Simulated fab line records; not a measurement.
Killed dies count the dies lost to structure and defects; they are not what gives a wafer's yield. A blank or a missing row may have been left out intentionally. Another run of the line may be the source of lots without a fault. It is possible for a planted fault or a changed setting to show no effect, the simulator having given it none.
A lot that was struck, set against a sound lot + flow berkeley-cmos170 + 14 out of 331 route steps
Sound: these wafers, L450.2, L450.3, L450.5. Wafers L460.1, L460.2, L460.5 were the ones struck. At the end, the cause is stated.
Per side, at each step with rows, come the tool, then ch with its chambers, and then its first start. Under that, the readings that differ: sound wafers + struck wafers + difference of the means + sigmas: that difference in standard deviations of wafers without a fault.
alike: a reading whose means differ by less than 2 such deviations, as well as words and numbers matching on both sides. not compared: withheld readings; readings where some wafer has no value; bounds like >300 that might hide an equal value; numbers whose values overlap and for which the record gives no deviation.
Wherever a step has rows on one side only, a row that says differs or no value, or a row with sigmas, the two part there. Numbers that don't overlap but have no deviation are shown without sigmas and don't part them. Lack of a reading on every wafer of one side parts them only where that side has two or more wafers.

UCB170_CONTACT_STRIP_06: strips in O2.
  sound on plasma-asher-03 ch 0,1, day 9 02:33; struck on plasma-asher-01 ch 0,1, day 11 04:32
  alike: drypump-motor-current-A, oes-product-au, strip-time-to-endpoint-s
  not compared: rf-hours-counter-h
then, 1 step without rows for these wafers: UCB170_CONTACT_CLEAN_07 (cleans in SPM, time 600 s).
UCB170_CONTACT_RTA_08: time 10 s.
  sound on rtp-anneal-02 ch 0, day 9 02:52; struck on rtp-anneal-02 ch 0, day 11 05:06
  alike: lamp-power-pct, wafer_temp_C_max
then, 6 steps without rows for these wafers: UCB170_CONTACT_COAT_09; UCB170_CONTACT_COAT_10 (resist thk 900 nm); UCB170_CONTACT_SOFTBAKE_11 (time 60 s); UCB170_CONTACT_EXPOSE_12 (exposes mask CONT, target cd 700 nm); UCB170_CONTACT_PEB_13; UCB170_CONTACT_DEVELOP_14 (develop time 45 s).
UCB170_CONTACT_CD_MEAS_15 targets a cd of 700 nm.
  struck on cd-sem-02, day 11 06:23; sound on cd-sem-02, day 9 04:15
  alike: cd-nm
UCB170_CONTACT_OVL_MEAS_16:
  struck on overlay-02, day 11 06:30; sound on overlay-01, day 9 04:22
  alike: CONTACT_OVL
UCB170_CONTACT_ETCH_17: etches BARC in N2/H2.
  sound on rie-diel-02 ch 0,3, day 9 04:23; struck on rie-diel-02 ch 0,1,3, day 11 06:32
  alike: drypump-motor-current-A, oes-product-au, throttle-valve-pct
UCB170_CONTACT_ETCH_18: etches PSG in CHF3/CF4/Ar, stops on TiSi2, target depth 840 nm, time 195 s.
  sound on rie-diel-02 ch 0,3, day 9 04:00; struck on rie-diel-02 ch 0,1,3, day 11 06:00
| reading                                  | sound             | struck            | difference | sigmas |
|------------------------------------------|-------------------|-------------------|------------|--------|
| oes-product-au (a.u.)                    | 0.900 0.889 0.885 | 0.691 0.701 0.695 | -0.196     | -13    |
| model.CONTACT.feature-depth-nm (nm)      | 716.6 718.3 710.2 | 441.8 445.7 449.6 | -269.3     |        |
| model.etch.depth-nm (nm)                 | 716.6 718.3 710.2 | 441.8 445.7 449.6 | -269.3     |        |
| model.KrF_of_CONTACT_COAT_10.thk-nm (nm) | 693.4 691.7 692.8 | 782.3 777.8 776.1 | +86.1      |        |
  alike: drypump-motor-current-A, throttle-valve-pct
  not compared: rf-hours-counter-h
UCB170_CONTACT_STRIP_19: strips in O2.
  sound on plasma-asher-03 ch 0,1, day 9 04:33; struck on plasma-asher-01 ch 0,1, day 11 06:42
  alike: drypump-motor-current-A, oes-product-au
  not compared: rf-hours-counter-h

WHERE THEY PART
UCB170_CONTACT_ETCH_18 only, going by this record. Later steps at which nothing parts them and some readings are alike: UCB170_CONTACT_STRIP_19.

WHY: what the simulator had put in
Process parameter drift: rie-diel-02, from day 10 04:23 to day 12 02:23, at UCB170_CONTACT_ETCH_18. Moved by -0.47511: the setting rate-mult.
